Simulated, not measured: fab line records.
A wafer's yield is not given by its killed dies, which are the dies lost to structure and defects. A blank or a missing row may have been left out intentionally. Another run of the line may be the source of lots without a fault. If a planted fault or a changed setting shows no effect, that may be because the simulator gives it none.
Which tool was responsible? :: flow berkeleyCmos170 :: 7 lots, 21 wafers sampled, at 2 steps of a route of 331

## WHAT EACH GAUGE READ, for each wafer
UCB170_NWELL_THK_MEAS_05.
lot: L501
measured: day 2 10:39
on: filmMetro-02
NWELL_NITRIDE_THK (nm): 219.7 222.7 221.5

lot: L503
measured: day 2 23:51
on: filmMetro-04
NWELL_NITRIDE_THK (nm): 223.3 225.4 224.4

lot: L505
measured: day 3 10:29
on: filmMetro-02
NWELL_NITRIDE_THK (nm): 224.6 227.0 224.9

lot: L507
measured: day 3 14:32
on: filmMetro-04
NWELL_NITRIDE_THK (nm): 223.9 222.8 223.7

lot: L511
measured: day 4 12:03
on: filmMetro-03
NWELL_NITRIDE_THK (nm): 222.8 225.2 225.1

lot: L518
measured: day 5 22:35
on: filmMetro-03
NWELL_NITRIDE_THK (nm): 256.1 252.9 254.7

lot: L522
measured: day 6 19:41
on: filmMetro-03
NWELL_NITRIDE_THK (nm): 222.9 224.1 222.5

## WHICH TOOL RAN EACH LOT (tool, then ch and the chambers of the sampled wafers, then the start)
lot: L501
UCB170_NWELL_CVD_04: lpcvd-02 ch 1, day 2 08:43

lot: L503
UCB170_NWELL_CVD_04: lpcvd-02 ch 0, day 2 21:55

lot: L505
UCB170_NWELL_CVD_04: lpcvd-01 ch 0, day 3 08:34

lot: L507
UCB170_NWELL_CVD_04: lpcvd-01 ch 1, day 3 12:37

lot: L511
UCB170_NWELL_CVD_04: lpcvd-01 ch 0, day 4 10:07

lot: L518
UCB170_NWELL_CVD_04: lpcvd-01 ch 0, day 5 20:38

lot: L522
UCB170_NWELL_CVD_04: lpcvd-02 ch 0, day 6 17:44
- UCB170_NWELL_CVD_04: deposits Si3N4 from SiH2Cl2/NH3, target thk 224 nm, time 3360 s.

## THE ANSWER, worked out from the rows above alone
Rule: the usual values come from the lots themselves. Put in order of their means at a reading, lots are off if they are a third of the lots or fewer, leave a main group of 4 or more, and stand apart from it by a gap of 3 or more times the standard deviation of the main group's means; of several such gaps the widest counts. A main group whose means are all the same, to the digits that the tables above print for the reading, isn't used. A lot without any number at a reading at which 4 lots or more have one is off too. The other lots that the step has rows for count as sound.
Off: L518, seen at UCB170_NWELL_THK_MEAS_05 (NWELL_NITRIDE_THK). The main group has a mean of 223.7 nm with a standard deviation of 1.3.
If a tool, at a process step before that reading, ran all the lots that are off and no sound lot after the first of them, it fits. Gauges at UCB170_NWELL_THK_MEAS_05: tried the same way as those tools. One fits: UCB170_NWELL_CVD_04 on lpcvd-01. Its last sound lot is L511 (day 4 10:07), its first lot that is off L518 (day 5 20:38): a fault that began between those two fits.

## WHAT THE SIMULATOR HAD INSERTED
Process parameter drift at UCB170_NWELL_CVD_04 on lpcvd-01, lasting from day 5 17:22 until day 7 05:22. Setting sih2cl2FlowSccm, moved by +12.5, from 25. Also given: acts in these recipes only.
Lots struck among those shown: L518. Same finding as the rule above.
